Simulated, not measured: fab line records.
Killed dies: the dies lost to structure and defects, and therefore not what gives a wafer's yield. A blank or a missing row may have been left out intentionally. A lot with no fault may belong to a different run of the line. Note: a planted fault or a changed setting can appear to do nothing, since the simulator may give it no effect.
fab line records | flow ritCmos
[record] lots = 7 wafers = 21 lastDay = 7
route steps=202 shown NWELL@38 PWELL@39 WELLDRIVE@50 NRETRO@53 M1@202
lots with no fault: from the same line, run without faults
startH: hours from the record's first day to the start of the lot's first wafer shown | waitH: hours elapsed since this lot's preceding step | " repeats the value in the row above | L1.1+2: one row covering several wafers at once | - value missing, or start not given | * or withheld: withheld | < > ~ a bound
route shown NAME@n: a module of which the file shows steps, and the number in the route of the first | usual: mean/standard deviation of fault-free wafers | same: alike in all rows | chamber/n: place in a boat | sites: the reading at each site | _std_site: the standard deviation of these | _edge_site: mean of outer sites minus mean of inner sites | radiusMm: for every site, how far away it sits from the centre of the wafer | mask NAME#n: copy n | behind: the tool/chamber that last shaped the wafer | hold: why the lot went on hold/how many hours it stayed there/how the hold came to an end | device: names the non-switching transistor (n, p or np) | end of line: tests run on the same wafers once the route is complete | a step without rows: its recipe alone | killed: dies that structure and defects cost at the first sort, which is not the same as the wafer's yield | map: per-die view of a wafer (x killed, . not killed, _ where there is no die)
set.NAME: the run value of the setting; set.NAME@STEP: its run value at that earlier step | model.NAME: the simulator's own value behind a step, which no gauge read
a table for each step, a row for each wafer; lots at some steps of the route
services: when a tool's chamber went out of use (startH, in hours from the record's first day, below 0 if earlier), for how many hours, and the reason
[[steps]]
[step RIT_NWELL_TW_MEAS_10]
[usual] NWELL_TW = 2143/12
// columns lot.wafer tool chamber startH waitH NWELL_TW
L243.2 filmMetro-03 - 41.53 0.1 2138
L243.3 " - " " 2131
L243.5 " - " " 2128
L245.1 filmMetro-04 - 50.79 0.1 2154
L245.2 " - " " 2156
L245.5 " - " " 2159
L248.2 filmMetro-03 - 65.93 0.1 2157
L248.4 " - " " 2159
L248.6 " - " " 2161
L249.2 filmMetro-01 - 70.93 0.1 2121
L249.3 " - " " 2133
L249.4 " - " " 2131
L250.1 filmMetro-01 - 76.00 0.1 2152
L250.4 " - " " 2142
L250.6 " - " " 2150
L259.1 filmMetro-01 - 121.01 0.1 2127
L259.4 " - " " 2126
L259.5 " - " " 2128
L262.3 filmMetro-04 - 137.17 0.1 2149
L262.5 " - " " 2146
L262.6 " - " " 2148
[step RIT_PWELL_HMDS_00]
[recipe] primeTimeS = 60 primeTempC = 140
[step RIT_PWELL_COAT_01]
[recipe] resist = NOVOLAK spinRpm = 2000 resistThkNm = 1300
[step RIT_PWELL_SOFTBAKE_02]
[recipe] resist = NOVOLAK tempC = 90 timeS = 60
[step RIT_PWELL_EXPOSE_03]
[recipe] maskId = M3 na = 0.57 targetCdNm = 43700 doseMj = 250
[step RIT_PWELL_PEB_04]
[recipe] resist = NOVOLAK tempC = withheld timeS = withheld
[step RIT_PWELL_DEVELOP_05]
[recipe] resist = NOVOLAK developTimeS = 68 devTempC = 23
[step RIT_PWELL_OVL_MEAS_06]
[usual] PWELL_OVL = 0.3/1.4
// columns lot.wafer tool chamber startH waitH PWELL_OVL[nm]
L243.2 overlay-02 - 42.91 - 0.7
L243.3 " - " " 0.6
L243.5 " - " " -0.6
L245.1 overlay-01 - 51.73 - 0.3
L245.2 " - " " -0.3
L245.5 " - " " -0.4
L248.2 overlay-01 - 66.87 - 0.6
L248.4 " - " " -0.4
L248.6 " - " " 0.8
L249.2 overlay-02 - 71.95 - 1.6
L249.3 " - " " 0.1
L249.4 " - " " 2.4
L250.1 overlay-02 - 76.96 - 0.9
L250.4 " - " " 0.1
L250.6 " - " " 1.1
L259.1 overlay-02 - 122.07 - -0.2
L259.4 " - " " 1.7
L259.5 " - " " 0.8
L262.3 overlay-01 - 138.23 - 0.1
L262.5 " - " " -2.2
L262.6 " - " " 2.0
[step RIT_PWELL_HARDBAKE_07]
[recipe] resist = NOVOLAK tempC = 140 timeS = 120
[step RIT_PWELL_IMPLANT_08]
[recipe] species = B energyKev = 170 doseCm2 = 7e+13 tiltDeg = 7
[step RIT_PWELL_STRIP_09]
[recipe] chemistry = O2 timeS = 180 resist = NOVOLAK platenTempC = withheld powerW = 500 pressureMtorr = 4000 o2FlowSccm = 4000
[usual] drypumpMotorCurrentA = 5.9/0.33
// columns lot.wafer tool chamber startH waitH drypumpMotorCurrentA rfHoursCounterH
L243.2 plasmaAsher-02 0 43.34 0.1 6.0 41
L243.3 " 0 " " 6.0 -
L243.5 " 0 " " 6.0 -
L245.1 plasmaAsher-03 1 52.17 0.1 5.7 29
L245.2 " 0 " " 6.1 29
L245.5 " 0 " " 6.1 -
L248.2 plasmaAsher-03 1 67.30 0.1 5.8 30
L248.4 " 0 " " 6.1 -
L248.6 " 1 " " 5.7 -
L249.2 plasmaAsher-04 1 72.38 0.1 5.2 43
L249.3 " 0 " " 6.3 -
L249.4 " 1 " " 5.3 -
L250.1 plasmaAsher-03 0 77.40 0.1 6.1 31
L250.4 " 1 " " 5.8 -
L250.6 " 1 " " 5.8 -
L259.1 plasmaAsher-04 1 122.51 0.1 5.3 48
L259.4 " 0 " " 6.3 -
L259.5 " 1 " " 5.3 -
L262.3 plasmaAsher-04 1 138.71 0.1 5.3 -
L262.5 " 0 " " 6.3 -
L262.6 " 1 " " 5.2 -
[step RIT_PWELL_TW_MEAS_10]
[usual] PWELL_TW = 960/4.2
// columns lot.wafer tool chamber startH waitH PWELL_TW
L243.2 filmMetro-03 - 43.52 0.1 962
L243.3 " - " " 967
L243.5 " - " " 963
L245.1 filmMetro-01 - 52.35 0.1 947
L245.2 " - " " 950
L245.5 " - " " 948
L248.2 filmMetro-04 - 67.48 0.1 958
L248.4 " - " " 951
L248.6 " - " " 963
L249.2 filmMetro-01 - 72.57 0.1 967
L249.3 " - " " 965
L249.4 " - " " 963
L250.1 filmMetro-04 - 77.58 0.1 960
L250.4 " - " " 959
L250.6 " - " " 954
L259.1 filmMetro-04 - 122.68 0.1 958
L259.4 " - " " 959
L259.5 " - " " 959
L262.3 filmMetro-04 - 138.85 0.1 963
L262.5 " - " " 960
L262.6 " - " " 961
[step RIT_WELLDRIVE_ANNEAL_00]
[recipe] tempC = 1100 timeS = 14700 ambient = N2
[usual] runLengthS = 18265/4.3 spikeTcSourceC = 1125/4.3 zonePowerCentrePct = 52.5/2.1
// columns lot.wafer tool chamber startH waitH runLengthS spikeTcSourceC zonePowerCentrePct
L243.2 furnace-01 0 43.57 0.0 18263 1129 53.7
L243.3 " 0 " " 18263 1130 54.4
L243.5 " 0 " " 18263 1130 54.0
L245.1 furnace-02 0 52.95 0.6 18262 1120 49.8
L245.2 " 0 " " 18262 1121 49.3
L245.5 " 0 " " 18262 1120 49.8
L248.2 furnace-01 0 68.13 0.6 15321 1129 54.4
L248.4 " 0 " " 15321 1128 54.4
L248.6 " 0 " " 15321 1128 54.9
L249.2 furnace-01 0 73.21 0.6 15323 1129 55.0
L249.3 " 0 " " 15323 1130 54.7
L249.4 " 0 " " 15323 1129 55.4
L250.1 furnace-01 0 78.30 0.7 15319 1129 54.5
L250.4 " 0 " " 15319 1130 54.5
L250.6 " 0 " " 15319 1129 54.5
L259.1 furnace-04 0 122.74 0.1 18264 1122 51.3
L259.4 " 0 " " 18264 1123 50.9
L259.5 " 0 " " 18264 1120 51.7
L262.3 furnace-02 0 138.89 0.0 18267 1118 49.9
L262.5 " 0 " " 18267 1120 49.9
L262.6 " 0 " " 18267 1119 50.5
[step RIT_WELLDRIVE_RS_MEAS_01]
[recipe] thkMeasGauge = four-point-probe
[usual] NWELL_RS = 279.7/0.75
// columns lot.wafer tool chamber startH waitH NWELL_RS[ohm/sq]
L243.2 filmMetro-04 - 48.68 0.0 279.9
L243.3 " - " " 279.2
L243.5 " - " " 279.3
L245.1 filmMetro-03 - 58.03 0.0 278.7
L245.2 " - " " 279.6
L245.5 " - " " 278.6
L248.2 filmMetro-04 - 73.23 0.8 291.0
L248.4 " - " " 290.1
L248.6 " - " " 289.0
L249.2 filmMetro-04 - 78.32 0.8 289.6
L249.3 " - " " 291.1
L249.4 " - " " 290.4
L250.1 filmMetro-04 - 83.38 0.8 290.1
L250.4 " - " " 289.8
L250.6 " - " " 290.2
L259.1 filmMetro-01 - 127.83 0.0 279.9
L259.4 " - " " 280.3
L259.5 " - " " 280.0
L262.3 filmMetro-01 - 144.01 0.0 280.2
L262.5 " - " " 279.7
L262.6 " - " " 280.9
[step RIT_WELLDRIVE_RS_MEAS_02]
[recipe] thkMeasGauge = four-point-probe
[usual] PWELL_RS = 429.6/1.4
// columns lot.wafer tool chamber startH waitH PWELL_RS[ohm/sq]
L243.2 filmMetro-04 - 48.80 0.1 428.4
L243.3 " - " " 428.1
L243.5 " - " " 429.7
L245.1 filmMetro-03 - 58.15 0.1 429.1
L245.2 " - " " 428.8
L245.5 " - " " 428.4
L248.2 filmMetro-04 - 73.35 0.1 440.2
L248.4 " - " " 439.4
L248.6 " - " " 440.9
L249.2 filmMetro-04 - 78.44 0.1 438.5
L249.3 " - " " 438.1
L249.4 " - " " 438.6
L250.1 filmMetro-04 - 83.50 0.1 441.7
L250.4 " - " " 441.3
L250.6 " - " " 444.2
L259.1 filmMetro-01 - 127.95 0.1 428.7
L259.4 " - " " 430.3
L259.5 " - " " 430.6
L262.3 filmMetro-01 - 144.13 0.1 429.6
L262.5 " - " " 429.4
L262.6 " - " " 431.3
[step RIT_NRETRO_HMDS_00]
[recipe] primeTimeS = 60 primeTempC = 140
[step RIT_M1_PROBE_99]
[usual] killed_at_M0_to_M3 = 0.0/0.14 killedAtContacts = 0.1/0.29 killedAtFrontEnd = 6.3/2.8 killedDies = 6.4/2.8 killedOpen = 3.3/1.7 killedShort = 3.1/1.9
[same] grossDies = 264 killed_at_M4_up = 0 killedAtBackSide = 0 killedAtOther = 0
// columns lot.wafer tool chamber startH waitH killed_at_M0_to_M3 killedAtContacts killedAtFrontEnd killedDies killedOpen killedShort model.etest.nwellPinched.rsOhmSq model.etest.pwellPinched.rsOhmSq model.etest.pwell.rsOhmSq model.etest.fieldN.vtV model.etest.fieldPMetal.vtV model.etest.fieldP.vtV model.etest.diodePplusNwell.bvV model.etest.diodeNplusPwell.bvV
L243.2 prober-01 - 77.03 0.1 0 0 8 8 4 4 344.1 457.2 419.4 36.94 -28.23 -12.8 6.788 5.96
L243.3 prober-01 - 77.08 0.2 0 1 7 8 6 2 339.5 455.9 417.1 36.06 -29.03 -12.81 6.734 5.949
L243.5 prober-01 - 77.18 0.2 0 0 2 2 1 1 344 467.5 422.7 36.28 -28.61 -12.83 6.82 5.937
L245.1 prober-01 - 87.05 0.1 0 0 2 2 2 0 340.6 451.9 413.4 35.19 -29.22 -12.58 6.63 5.967
L245.2 prober-01 - 87.10 0.1 0 0 4 4 3 1 346.4 457.6 411.9 35.7 -28.59 -12.55 6.77 6.009
L245.5 prober-01 - 87.25 0.2 0 0 6 6 3 3 342.6 452.4 409.2 35.43 -29.09 -12.53 6.729 5.996
L248.2 prober-02 - 103.09 0.1 1 0 5 6 2 4 361.7 461.6 424.9 36.29 -27.5 -11.88 6.501 5.909
L248.4 prober-02 - 103.19 0.2 0 0 8 8 6 2 356.6 454 421.4 36.89 -27.87 -11.97 6.529 5.88
L248.6 prober-02 - 103.29 0.2 0 0 5 5 2 3 359.4 459.6 422.9 37.19 -27.64 -11.92 6.521 5.888
L249.2 prober-01 - 107.41 0.1 0 0 9 9 4 5 370.7 472.9 427 38.02 -26.17 -11.78 6.626 5.882
L249.3 prober-01 - 107.46 0.2 0 1 13 14 5 9 363.7 465 428.6 38.15 -26.75 -11.81 6.546 5.859
L249.4 prober-01 - 107.51 0.2 0 1 5 6 3 3 372.3 467.3 420.7 37.15 -26.87 -11.79 6.626 5.874
L250.1 prober-02 - 112.70 0.1 0 1 7 8 3 4 367.8 495 439.3 37.62 -27.16 -12.23 6.705 5.892
L250.4 prober-02 - 112.85 0.2 0 0 6 6 6 0 364.2 475.2 429.6 37.07 -27.9 -12.14 6.555 5.826
L250.6 prober-02 - 112.95 0.2 0 1 3 4 2 1 364.8 479.8 431.7 36.9 -28.01 -12.2 6.602 5.85
L259.1 prober-01 - 157.47 0.1 0 0 5 5 3 2 340.2 465.5 422.8 36.49 -29.91 -13.26 6.724 5.984
L259.4 prober-01 - 157.62 0.2 0 0 15 15 9 5 341.3 462.5 423.1 36.83 -29.92 -13.31 6.688 5.98
L259.5 prober-01 - 157.67 0.2 0 0 10 10 1 9 339.6 462.2 416.6 36.73 -29.96 -13.33 6.67 5.954
L262.3 prober-02 - 173.69 0.2 0 0 2 2 2 0 345.8 455.5 411.1 35.19 -28.59 -12.73 6.734 5.872
L262.5 prober-02 - 173.79 0.2 0 1 6 7 2 5 350.7 464.8 419.8 35.64 -28.45 -12.71 6.749 5.909
L262.6 prober-02 - 173.84 0.2 0 1 1 2 1 1 345 463.1 419.4 35.21 -28.51 -12.62 6.708 5.91
// killed by level:class
L243.2 GATE:geometricParticle:open=4 GATE:geometricParticle:short=3 FOX1:geometricParticle:short=1
L243.3 REOX:geometricParticle:open=3 SPACER:geometricParticle:open=2 GATE:geometricParticle:short=1 REOX:geometricParticle:short=1 CONTACT:geometricParticle:open=1
L243.5 FOX2:geometricParticle:open=1 GATE:geometricParticle:short=1
L245.1 GATE:geometricParticle:open=1 SILICIDE:geometricParticle:open=1
L245.2 FOX2:geometricParticle:open=2 GATE:geometricParticle:short=1 REOX:geometricParticle:open=1
L245.5 GATE:geometricParticle:short=2 FOX1:geometricParticle:short=1 FOX2:geometricParticle:open=1 SPACER:geometricParticle:open=1 SILICIDE:geometricParticle:open=1
L248.2 SPACER:geometricParticle:open=2 SPACER:geometricParticle:short=2 REOX:geometricParticle:short=1 M1:geometricParticle:short=1
L248.4 GATE:geometricParticle:open=3 SPACER:geometricParticle:open=2 REOX:geometricParticle:short=1 REOX:geometricParticle:open=1 SPACER:geometricParticle:short=1
L248.6 FOX2:geometricParticle:short=1 GATE:geometricParticle:short=1 REOX:geometricParticle:open=1 SPACER:geometricParticle:open=1 SPACER:geometricParticle:short=1
L249.2 GATE:geometricParticle:open=3 GATE:geometricParticle:short=2 SPACER:geometricParticle:short=2 REOX:geometricParticle:open=1 SILICIDE:geometricParticle:short=1
L249.3 GATE:geometricParticle:short=5 REOX:geometricParticle:short=3 FOX1:geometricParticle:open=2 SILICIDE:geometricParticle:open=2 CONTACT:geometricParticle:open=1 SILICIDE:geometricParticle:short=1
L249.4 SILICIDE:geometricParticle:short=2 FOX1:geometricParticle:open=1 GATE:geometricParticle:open=1 SILICIDE:geometricParticle:open=1 CONTACT:geometricParticle:short=1
L250.1 REOX:geometricParticle:open=2 REOX:geometricParticle:short=2 FOX1:geometricParticle:open=1 GATE:geometricParticle:short=1 SILICIDE:geometricParticle:short=1 CONTACT:coatMicrobubblePrinted=1
L250.4 REOX:geometricParticle:open=3 FOX1:geometricParticle:open=1 FOX2:geometricParticle:open=1 GATE:geometricParticle:open=1
L250.6 GATE:geometricParticle:short=1 REOX:geometricParticle:open=1 SILICIDE:geometricParticle:open=1 CONTACT:coatMicrobubblePrinted=1
L259.1 REOX:geometricParticle:open=2 FOX1:geometricParticle:short=1 SILICIDE:geometricParticle:open=1 SILICIDE:geometricParticle:short=1
L259.4 SPACER:geometricParticle:open=4 REOX:geometricParticle:short=3 GATE:geometricParticle:open=2 FOX1:geometricParticle:open=1 FOX2:geometricParticle:short=1 REOX:geometricParticle:open=1 SILICIDE:geometricParticle:short=1 SILICIDE:geometricParticle:open=1
L259.5 REOX:geometricParticle:short=3 GATE:geometricParticle:short=2 FOX1:geometricParticle:short=1 FOX2:geometricParticle:short=1 REOX:geometricParticle:open=1 SPACER:geometricParticle:short=1 SILICIDE:geometricParticle:short=1
L262.3 FOX1:geometricParticle:open=1 GATE:geometricParticle:open=1
L262.5 GATE:geometricParticle:short=4 FOX2:geometricParticle:open=1 SPACER:geometricParticle:short=1 CONTACT:geometricParticle:open=1
L262.6 GATE:geometricParticle:open=1 CONTACT:geometricParticle:short=1
[[services]]
// columns tool chamber startH hours kind
plasmaAsher-04 - 40.20 13.1 repair
plasmaAsher-03 - 71.77 2.8 pm
furnace-02 - 78.14 4.1 pm
plasmaAsher-04 - 83.19 3.2 repair
furnace-04 - 97.50 3.9 pm
furnace-04 - 132.91 13.1 pm
[[key]]
[firstSign] step = RIT_WELLDRIVE_ANNEAL_00 reading = runLengthS direction = down sigmas = 99+ usual = * struck = *
[effect] step = RIT_WELLDRIVE_RS_MEAS_01 reading = NWELL_RS direction = up sigmas = 14 usual = 279.7 struck = 290.1
[effect] step = RIT_WELLDRIVE_RS_MEAS_02 reading = PWELL_RS direction = up sigmas = 7.9 usual = 429.6 struck = 440.3
[modelEffect] step = RIT_M1_PROBE_99 value = etest.nwellPinched.rsOhmSq without = 344.3 struck = 364.6
metAt RIT_WELLDRIVE_ANNEAL_00
struckWafers L248.2,L248.4,L248.6,L249.2,L249.3,L249.4,L250.1,L250.4,L250.6
testerLeftOut L248,L249,L250
[fault] kind = processParameterDrift tool = furnace-01 chamber = - onsetH = 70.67 steps = RIT_WELLDRIVE_ANNEAL_00 channel = timeS offset = * shape = step endH = 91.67 actsIn = * stated = *
// testerLeftOut: of these lots the tester's yield and bins aren't shown, on N5 and GAA mostly nor the transistor test; their killed dies are dies lost to structure and defects alone, not to doping, threshold or leakage, so they don't give the yield
